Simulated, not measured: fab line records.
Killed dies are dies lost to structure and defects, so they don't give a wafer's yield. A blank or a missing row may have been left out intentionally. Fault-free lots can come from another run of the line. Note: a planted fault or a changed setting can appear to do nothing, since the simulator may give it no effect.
A lot that was struck, set against a sound lot || flow rit_cmos || 16 steps out of a route of 202
Sound: these wafers, L512.1, L512.4, L512.5. Wafers L520.1, L520.2, L520.3 were the ones struck. The cause comes at the end.
For every step that has rows: the tool of each side, followed by ch and its chambers, followed by its first start. Under that, the readings that differ: sound wafers || struck wafers || difference of the means || sigmas: that difference in standard deviations of wafers without a fault.
alike: readings with means less than 2 such deviations apart, plus words and numbers identical on both sides. not compared: withheld readings, readings lacking a value on some wafer, bounds such as >300 that could conceal the same value, and numbers that have no deviation in the record and whose values overlap.
The two part at a step that has a row with sigmas, a row that says differs or no value, or rows on one side only. Numbers that don't overlap but have no deviation are shown without sigmas and don't part them. A reading that every wafer of one side lacks parts them only if that side has two wafers or more.

first, 2 steps without rows for these wafers: RIT_NRETRO_HARDBAKE_07 (time 120 s); RIT_NRETRO_IMPLANT_08.
RIT_NRETRO_STRIP_09: strips in O2, time 180 s.
  sound on plasma_asher-04 ch 0, day 3 13:46; struck on plasma_asher-03 ch 0,1, day 5 07:11
  alike: drypump_motor_current_A, rf_refl_power_W
  not compared: rf_hours_counter_h
RIT_NRETRO_TW_MEAS_10:
  sound on film_metro-02 at day 3 13:57; struck on film_metro-03 at day 5 07:22
  alike: NRETRO_TW
then, 6 steps without rows for these wafers: RIT_PRETRO_HMDS_00 (prime time 60 s); RIT_PRETRO_COAT_01 (resist thk 1316 nm); RIT_PRETRO_SOFTBAKE_02 (time 60 s); RIT_PRETRO_EXPOSE_03 (exposes mask M5, target cd 43700 nm); RIT_PRETRO_PEB_04; RIT_PRETRO_DEVELOP_05 (develop time 68 s).
RIT_PRETRO_OVL_MEAS_06:
  sound on overlay-01 at day 3 14:55; struck on overlay-02 at day 5 08:26
  alike: PRETRO_OVL
then, 1 step without rows for these wafers: RIT_PRETRO_HARDBAKE_07 (time 120 s).
RIT_PRETRO_IMPLANT_08:
  sound on implanter-02 ch 0, day 3 15:22; struck on implanter-03 ch 0, day 5 08:43
{"reading": "beam_energy_keV", "sound": "45.031 44.991 44.996", "struck": "50.838 50.839 50.850", "difference": "+5.836", "sigmas": "+99 or more"}
{"reading": "model.implant.rp_nm (nm)", "sound": "149.8 149.8 149.8", "struck": "161.4 161.4 161.4", "difference": "+11.6", "sigmas": ""}
{"reading": "model.implant.drp_nm (nm)", "sound": "55.07 55.07 55.07", "struck": "59.12 59.12 59.12", "difference": "+4.05", "sigmas": ""}
  alike: faraday_current_uA
RIT_PRETRO_STRIP_09: strips in O2, time 180 s.
  sound on plasma_asher-01 ch 0,1, day 3 15:31; struck on plasma_asher-04 ch 0,1, day 5 08:52
  alike: drypump_motor_current_A, rf_refl_power_W
  not compared: rf_hours_counter_h
RIT_PRETRO_TW_MEAS_10:
  sound on film_metro-02 at day 3 15:41; struck on film_metro-01 at day 5 09:02
{"reading": "PRETRO_TW", "sound": "476.0 474.4 473.4", "struck": "481.7 478.1 480.6", "difference": "+5.5", "sigmas": "+3"}
  not compared: hold
RIT_M1_PROBE_99:
  sound on prober-01 at day 4 22:32; struck on prober-01 at day 6 13:58
{"reading": "model.etest.nmos_narrow.drive_ua_um", "sound": "212.4 220.2 214", "struck": "248.6 238.2 249.9", "difference": "+30.0", "sigmas": ""}
{"reading": "model.etest.nmos_0p3.drive_ua_um", "sound": "214.5 217.1 215.6", "struck": "245 238.4 248.4", "difference": "+28", "sigmas": ""}
{"reading": "model.etest.retro_edge_nmos.off_log10_a_um", "sound": "-9.998 -9.878 -10.01", "struck": "-9.239 -9.361 -9.302", "difference": "+0.661", "sigmas": ""}
{"reading": "model.etest.nmos_0p15.off_log10_a_um", "sound": "-10.06 -10.04 -10.04", "struck": "-9.501 -9.501 -9.399", "difference": "+0.580", "sigmas": ""}
{"reading": "model.etest.ring.quiet_log10_a (angstrom)", "sound": "-7.763 -7.832 -7.817", "struck": "-7.441 -7.455 -7.205", "difference": "+0.437", "sigmas": ""}
{"reading": "model.etest.gate_end_array.leak_log10_a_um", "sound": "-13.04 -12.86 -12.97", "struck": "-12.52 -12.57 -12.69", "difference": "+0.36", "sigmas": ""}
{"reading": "model.etest.nmos_0p3.off_log10_a_um", "sound": "-13.17 -13.12 -13.06", "struck": "-12.74 -12.86 -12.94", "difference": "+0.27", "sigmas": ""}
{"reading": "model.etest.nmos_narrow.off_log10_a_um", "sound": "-13.31 -13.26 -13.33", "struck": "-13.03 -13.09 -13.14", "difference": "+0.21", "sigmas": ""}
  alike: killed_at_contacts, killed_at_front_end, killed_dies, killed_open, killed_short

## WHERE THEY PART
First at RIT_PRETRO_IMPLANT_08; last, within this record, at RIT_PRETRO_TW_MEAS_10. Later steps at which nothing parts them and some readings are alike: RIT_M1_PROBE_99.

WHY: what had been put in by the simulator
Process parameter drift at RIT_PRETRO_IMPLANT_08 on implanter-03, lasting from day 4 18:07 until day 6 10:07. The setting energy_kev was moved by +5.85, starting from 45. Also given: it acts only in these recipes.
